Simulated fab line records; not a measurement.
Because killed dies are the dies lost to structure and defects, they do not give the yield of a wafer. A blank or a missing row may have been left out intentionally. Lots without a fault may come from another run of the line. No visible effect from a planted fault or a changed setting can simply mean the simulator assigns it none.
Which of the tools did it?	flow berkeley_cmos170	at 1 step of a route of 331, 7 lots with 21 wafers sampled

== WHAT THE GAUGES SHOWED, per wafer ==
UCB170_PVT_OVL_MEAS_06.
lot	measured	on	PVT_OVL (nm)
L218	day 7 05:41	overlay-01	-1 -1 5
L217	day 7 06:47	overlay-01	5 9 3
L222	day 7 22:05	overlay-01	5 10 1
L229	day 8 16:42	overlay-02	0 -2 8
L230	day 9 06:59	overlay-02	7 3 8
L234	day 10 05:17	overlay-02	0 -4 -3
L238	day 11 08:10	overlay-02	5 9 3

== WHICH TOOL RAN EACH LOT (tool, then ch and the chambers of the sampled wafers, then the start) ==
No process step before these readings appears in the record.

== THE ANSWER, worked out from the rows above alone ==
Rule: usual is defined by the lots themselves. The widest of any qualifying gaps counts: lots, ordered by their means at a reading, are off when they make up no more than a third of the lots, leave a main group of 4 or more, and stand apart from it by 3 or more times the standard deviation of that group's means. A main group whose means are all the same, to the digits that the tables above print for the reading, isn't used. A lot without any number at a reading at which 4 lots or more have one is off too. The other lots that the step has rows for count as sound.
No lot is off at any reading shown: from this, nothing can be told.

== WHAT THE SIMULATOR HAD INSERTED ==
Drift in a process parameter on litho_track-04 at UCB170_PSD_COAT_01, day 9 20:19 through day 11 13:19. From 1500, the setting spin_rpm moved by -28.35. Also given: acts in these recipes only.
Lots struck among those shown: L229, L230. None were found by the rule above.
